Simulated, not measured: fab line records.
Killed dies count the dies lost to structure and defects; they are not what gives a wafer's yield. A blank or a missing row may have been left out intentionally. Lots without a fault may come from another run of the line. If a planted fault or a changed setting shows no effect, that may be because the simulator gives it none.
fab line records ; flow berkeleyCmos170
record lots=8; wafers=24; lastDay=9
route steps=331 shown GATE@127
lots untouched by any fault: they come from a run of this same line in which no faults occurred
startH: the number of hours between the record's first day and the start of the first shown wafer of the lot ; waitH: hours since the lot's step before ; " repeats the value in the row above ; L1.1+2: a row that stands for several wafers ; - either no value or no given start ; * or withheld: withheld ; < > ~ a bound
route shown NAME@n: a module of which the file shows steps, and the number in the route of the first ; usual: mean and standard deviation over wafers with no fault ; same: alike in all rows ; chamber/n: place in a boat ; sites: the reading at each site ; _std_site: standard deviation of those values ; _edge_site: the outer-site mean with the inner-site mean subtracted ; radiusMm: how far each site lies from the wafer's centre ; mask NAME#n: copy n ; behind: the tool/chamber that last shaped the wafer ; hold: reason for holding the lot/hours on hold/outcome of the hold ; device: the transistor (n, p or np) that didn't switch ; end of line: at the end of the route, the tests of the same wafers ; a step without rows: its recipe alone ; killed: the dies lost at the first sort to structure and to defects; this is not the yield of the wafer ; map: a wafer's dies, marking killed ones x, the rest . and places with no die _
set.NAME: the setting the step ran with; set.NAME@STEP: the setting that earlier step ran with ; model.NAME: the simulator's own value behind a step, which no gauge read
the route's steps for a sample of lots (tables are steps, rows are wafers)
services: when a tool's chamber went out of use (startH, in hours from the record's first day, below 0 if earlier), for how many hours, and the reason
## steps
# step UCB170_GATE_OXIDATION_01
# recipe tempC=850; ambient=O2; targetThkA=66; oxTimeS=1800
# usual spikeTcLoadC=875.9/2.4; tube_center_temp_C_max=852.1/0.32
lot.wafer;tool;chamber;startH;waitH;spikeTcLoadC;tube_center_temp_C_max
L427.3;furnace-04;0;128.28;6.5;879.4;852.3
L427.4;furnace-04;0;128.28;6.5;878.8;852.2
L427.5;furnace-04;0;128.28;6.5;880.8;851.9
L428.3;furnace-04;0;128.28;0.4;879.3;852.1
L428.5;furnace-04;0;128.28;0.4;880.1;852.3
L428.6;furnace-04;0;128.28;0.4;880.4;852.0
L429.1;furnace-04;0;128.28;0.5;880.0;852.5
L429.5;furnace-04;0;128.28;0.5;881.5;852.2
L429.6;furnace-04;0;128.28;0.5;880.2;852.0
L430.4;furnace-01;0;153.05;2.5;875.7;852.5
L430.5;furnace-01;0;153.05;2.5;875.1;852.3
L430.6;furnace-01;0;153.05;2.5;875.6;852.6
L431.1;furnace-01;0;153.05;1.3;876.1;852.6
L431.2;furnace-01;0;153.05;1.3;875.0;852.2
L431.6;furnace-01;0;153.05;1.3;875.7;852.0
L434.2;furnace-01;0;171.81;3.3;874.9;851.9
L434.4;furnace-01;0;171.81;3.3;874.3;852.6
L434.6;furnace-01;0;171.81;3.3;875.0;852.0
L435.2;furnace-01;0;171.81;3.2;875.4;852.4
L435.3;furnace-01;0;171.81;3.2;876.6;852.3
L435.6;furnace-01;0;171.81;3.2;877.3;852.0
L436.1;furnace-01;0;171.81;3.5;875.2;853.1
L436.3;furnace-01;0;171.81;3.5;874.5;851.8
L436.6;furnace-01;0;171.81;3.5;874.1;852.1
# step UCB170_GATE_THK_MEAS_02
# recipe reads=SiO2_of_GATE_OXIDATION_01
# usual GATE_OXIDE_THK=6.65/0.13
lot.wafer;tool;chamber;startH;waitH;hold;GATE_OXIDE_THK[nm]
L427.3;filmMetro-02;-;129.80;0.0;-;6.32
L427.4;filmMetro-02;-;129.80;0.0;-;6.29
L427.5;filmMetro-02;-;129.80;0.0;-;6.54
L429.1;filmMetro-02;-;129.84;0.1;-;6.55
L429.5;filmMetro-02;-;129.84;0.1;-;6.58
L429.6;filmMetro-02;-;129.84;0.1;-;6.56
L428.3;filmMetro-04;-;129.92;0.1;-;6.58
L428.5;filmMetro-04;-;129.92;0.1;-;6.52
L428.6;filmMetro-04;-;129.92;0.1;-;6.40
L431.1;filmMetro-04;-;154.55;0.0;-;6.59
L431.2;filmMetro-04;-;154.55;0.0;-;6.69
L431.6;filmMetro-04;-;154.55;0.0;-;6.67
L430.4;filmMetro-01;-;154.58;0.0;-;6.59
L430.5;filmMetro-01;-;154.58;0.0;-;6.67
L430.6;filmMetro-01;-;154.58;0.0;-;6.71
L436.1;filmMetro-01;-;173.31;0.0;awaitDispo/0.2h/release;7.43
L436.3;filmMetro-01;-;173.31;0.0;awaitDispo/0.2h/release;7.56
L436.6;filmMetro-01;-;173.31;0.0;awaitDispo/0.2h/release;7.48
L436.1;filmMetro-01;-;173.54;0.2;-;7.35
L436.3;filmMetro-01;-;173.54;0.2;-;7.57
L436.6;filmMetro-01;-;173.54;0.2;-;7.44
L434.2;filmMetro-02;-;173.32;0.0;awaitDispo/0.2h/release;7.64
L434.4;filmMetro-02;-;173.32;0.0;awaitDispo/0.2h/release;7.49
L434.6;filmMetro-02;-;173.32;0.0;awaitDispo/0.2h/release;7.51
L434.2;filmMetro-02;-;173.55;0.2;-;7.62
L434.4;filmMetro-02;-;173.55;0.2;-;7.53
L434.6;filmMetro-02;-;173.55;0.2;-;7.46
L435.2;filmMetro-01;-;173.38;0.1;awaitDispo/0.2h/release;7.51
L435.3;filmMetro-01;-;173.38;0.1;awaitDispo/0.2h/release;7.53
L435.6;filmMetro-01;-;173.38;0.1;awaitDispo/0.2h/release;7.59
L435.2;filmMetro-01;-;173.61;0.2;-;7.51
L435.3;filmMetro-01;-;173.61;0.2;-;7.50
L435.6;filmMetro-01;-;173.61;0.2;-;7.62
## services
tool;chamber;startH;hours;kind
furnace-01;-;148.05;1.0;repair
## key
firstSign step=UCB170_GATE_THK_MEAS_02; reading=visit; direction=added
effect step=UCB170_GATE_THK_MEAS_02; reading=GATE_OXIDE_THK; direction=up; sigmas=6.8; usual=6.65; struck=7.53
metAt UCB170_GATE_OXIDATION_01
struckLots L434,L435,L436
testerLeftOut L434,L435,L436
onsetBetween 153.05 171.81
alsoFits time
fault kind=processParameterDrift; tool=furnace-01; chamber=-; onsetH=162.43; steps=UCB170_GATE_OXIDATION_01; channel=oxTimeS; offset=*; shape=step; endH=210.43; actsIn=*; stated=*
# testerLeftOut: of these lots the tester's yield and bins aren't shown, on N5 and GAA mostly nor the transistor test; their killed dies are dies lost to structure and defects alone, not to doping, threshold or leakage, so they don't give the yield
